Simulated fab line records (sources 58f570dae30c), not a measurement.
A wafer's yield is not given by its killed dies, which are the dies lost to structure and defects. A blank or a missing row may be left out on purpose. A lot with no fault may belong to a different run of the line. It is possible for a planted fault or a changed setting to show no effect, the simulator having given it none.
Problem report in the 8D (eight disciplines) form, filled by code || flow berkeley-cmos170 || the parts of the form that need people (team, actions taken, sign-off) are left out

1. WHAT WENT WRONG
Mean GATE_OXIDE_THK at UCB170_GATE_THK_MEAS_02: 8.08 nm over 6 wafers in 2 lots; fault-free wafers: 6.53 nm, standard deviation 0.14. Relative to the usual mean, that is a shift of +11 standard deviations.
The first sign was on wafer L901.1 at day 7 16:49, on film-metro-01. The record holds 42 wafers of 14 lots with a number at this step. Rule for "out", or "out of limits": more than 4 standard deviations from the usual mean. The rest of the wafers with a number are treated as sound.

2. WHAT IT IS AND WHAT IT IS NOT
{"question": "which readings at this step", "is": "GATE_OXIDE_THK", "is not": "-"}
{"question": "which lots", "is": "L900, L901", "is not": "L893, L896, L897, L898, L906, L908, L909, L910, L911, L912, L913, L915"}
{"question": "which wafers of those lots", "is": "all that have a number", "is not": "-"}
{"question": "read on which gauges", "is": "film-metro-01, film-metro-02", "is not": "film-metro-03"}
{"question": "when", "is": "from day 7 16:49", "is not": "up to then (12 sound wafers); but 24 sound wafers of L906, L908, L909, L910, L911, L912, L913, L915 came after"}

3. THE SUSPECTS, EACH WITH WHAT RULES IT OUT
Counting: any tool at a process step up to the reading is kept as a suspect provided that every lot that is out went through it and no sound lot did after the first of them.
- the gauge at UCB170_GATE_THK_MEAS_02: ruled out. 2 gauges (film-metro-01, film-metro-02) read the wafers that are out.
- furnace-01 at UCB170_GATE_OXIDATION_01 (target thk 6.6 nm, ox time 1800 s): kept. It processed each lot that is out, first L900 at day 7 15:19, and no sound lot thereafter; up to then, the last sound lot it processed was L896 at day 7 00:08. Its own spike-tc-centre-C, spike-tc-load-C, tube-center-temp-C, tube_center_temp_C_max readings are out on those wafers.
After counting, what remains is furnace-01 at UCB170_GATE_OXIDATION_01.

4. THE CAUSE (what the simulator had put in)
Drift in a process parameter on furnace-01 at UCB170_GATE_OXIDATION_01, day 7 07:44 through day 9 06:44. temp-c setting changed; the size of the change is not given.
Counting left only this tool.

5. THE CHAIN OF EFFECTS, in route order
Each row: a reading whose mean over the struck wafers that have a number lies more than 3 standard deviations from the usual. Only readings whose record carries a usual standard deviation are examined. hours: median over the lots of the time between each lot's start at the first step of this table that gives one and its start at this step. sigmas: the change, counted in usual standard deviations.
{"hours": 0, "step": "UCB170_GATE_OXIDATION_01", "reading": "spike-tc-centre-C", "usual": "852.3 C", "on struck wafers": 868.8, "change": "+16.5", "sigmas": "+15"}
{"hours": 0, "step": "UCB170_GATE_OXIDATION_01", "reading": "spike-tc-load-C", "usual": "874.8 C", "on struck wafers": 890.5, "change": "+15.8", "sigmas": "+13"}
{"hours": 0, "step": "UCB170_GATE_OXIDATION_01", "reading": "tube-center-temp-C", "usual": "849.99 C", "on struck wafers": 865.95, "change": "+15.96", "sigmas": "+99 or more"}
{"hours": 0, "step": "UCB170_GATE_OXIDATION_01", "reading": "tube_center_temp_C_max", "usual": 852.2, "on struck wafers": 867.9, "change": "+15.7", "sigmas": "+44"}
{"hours": 2, "step": "UCB170_GATE_THK_MEAS_02", "reading": "GATE_OXIDE_THK", "usual": "6.53 nm", "on struck wafers": 8.08, "change": "+1.55", "sigmas": "+11"}
Its process steps:
- UCB170_GATE_OXIDATION_01: target thk 6.6 nm, ox time 1800 s.
Later steps that measure or inspect, where all struck wafers having a row at the step show a number for every such reading and not one has moved that far: UCB170_SDANNEAL_RS_MEAS_02.

6. HOW IT WOULD HAVE BEEN CAUGHT EARLIER
The first out-of-limits reading at a measuring or inspecting step in this record came at day 7 16:49, 9 hours after the fault's start at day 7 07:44.
Tool's own readings at UCB170_GATE_OXIDATION_01, spike-tc-centre-C, spike-tc-load-C, tube-center-temp-C, tube_center_temp_C_max: out on all struck wafers the step has rows for; an alarm limit on them would have tripped on the first.
The start of UCB170_GATE_OXIDATION_01 on furnace-01 came by day 7 16:49 for every one of the lots that are out (2). Tool hold at that time: it would have spared none of them.
